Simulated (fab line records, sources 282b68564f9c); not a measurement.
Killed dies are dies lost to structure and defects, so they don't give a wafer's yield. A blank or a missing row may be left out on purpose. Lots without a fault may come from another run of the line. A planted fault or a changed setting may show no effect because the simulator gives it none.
Which tool did it? | flow rit_cmos | 7 lots, 21 wafers sampled, at 5 steps of a route of 202

WHAT THE GAUGES READ, wafer by wafer
RIT_NRETRO_TW_MEAS_10.
lot  | measured    | on            | NRETRO_TW
L497 | day 2 15:26 | film_metro-04 | 1061 1060 1062
L501 | day 3 13:23 | film_metro-02 | 1037 1037 1032
L503 | day 3 22:58 | film_metro-01 | 1079 1081 1073
L506 | day 4 13:48 | film_metro-04 | 1068 1060 1057
L514 | day 6 04:42 | film_metro-04 | 1165 1165 1162 1163 1157 1167
L516 | day 6 14:52 | film_metro-01 | 1081 1080 1081
L518 | day 7 01:05 | film_metro-04 | 1055 1048 1060

WHICH TOOL RAN EACH LOT (tool, then ch and the chambers of the sampled wafers, then the start)
lot  | RIT_ACTIVE_ETCH_13                | RIT_PWELL_STRIP_09                  | RIT_NRETRO_IMPLANT_08          | RIT_NRETRO_STRIP_09
L497 | rie_diel-04 ch 0,1,3, day 2 00:43 | plasma_asher-02 ch 0,1, day 2 08:23 | implanter-02 ch 0, day 2 15:07 | plasma_asher-03 ch 0,1, day 2 15:16
L501 | rie_diel-02 ch 0,1,3, day 2 21:32 | plasma_asher-02 ch 0,1, day 3 06:20 | implanter-01 ch 0, day 3 13:05 | plasma_asher-04 ch 0,1, day 3 13:13
L503 | rie_diel-01 ch 0,2, day 3 06:50   | plasma_asher-02 ch 0,1, day 3 15:46 | implanter-03 ch 0, day 3 22:39 | plasma_asher-02 ch 0,1, day 3 22:47
L506 | rie_diel-01 ch 0,2, day 3 21:50   | plasma_asher-01 ch 1, day 4 06:44   | implanter-03 ch 0, day 4 13:29 | plasma_asher-03 ch 0,1, day 4 13:37
L514 | rie_diel-04 ch 1,2, day 5 13:43   | plasma_asher-01 ch 0,1, day 5 21:25 | implanter-02 ch 0, day 6 04:25 | plasma_asher-03 ch 0,1, day 6 04:33
L516 | rie_diel-04 ch 1,2, day 5 23:50   | plasma_asher-02 ch 0,1, day 6 07:37 | implanter-01 ch 0, day 6 14:33 | plasma_asher-02 ch 0,1, day 6 14:42
L518 | rie_diel-02 ch 0,1,3, day 6 09:50 | plasma_asher-01 ch 0,1, day 6 17:40 | implanter-03 ch 0, day 7 00:47 | plasma_asher-04 ch 0,1, day 7 00:57
- RIT_ACTIVE_ETCH_13: etches Si3N4 in SF6, stops on SiO2, time 210 s, target depth 210 nm.
- RIT_PWELL_STRIP_09: strips in O2, time 180 s.
- RIT_NRETRO_IMPLANT_08
- RIT_NRETRO_STRIP_09: strips in O2, time 180 s.

THE ANSWER, worked out from the rows above alone
Rule: what is usual is taken from the lots themselves. Put in order of their means at a reading, lots are off if they are a third of the lots or fewer, leave a main group of 4 or more, and stand apart from it by a gap of 3 or more times the standard deviation of the main group's means; of several such gaps the widest counts. A main group whose means are all the same, to the digits that the tables above print for the reading, isn't used. A lot without any number at a reading at which 4 lots or more have one is off too. The other lots that the step has rows for count as sound.
Off: L514, at RIT_NRETRO_TW_MEAS_10 (NRETRO_TW). The main group: mean 1062, standard deviation 15.
A tool fits if, at a process step before that reading, it ran every lot that is off, and no sound lot after the first of them. The gauges at RIT_NRETRO_TW_MEAS_10 are tried like those tools. Can't be told from this: 2 tools fit, implanter-02 at RIT_NRETRO_IMPLANT_08, plasma_asher-03 at RIT_NRETRO_STRIP_09.

WHAT THE SIMULATOR HAD PUT IN
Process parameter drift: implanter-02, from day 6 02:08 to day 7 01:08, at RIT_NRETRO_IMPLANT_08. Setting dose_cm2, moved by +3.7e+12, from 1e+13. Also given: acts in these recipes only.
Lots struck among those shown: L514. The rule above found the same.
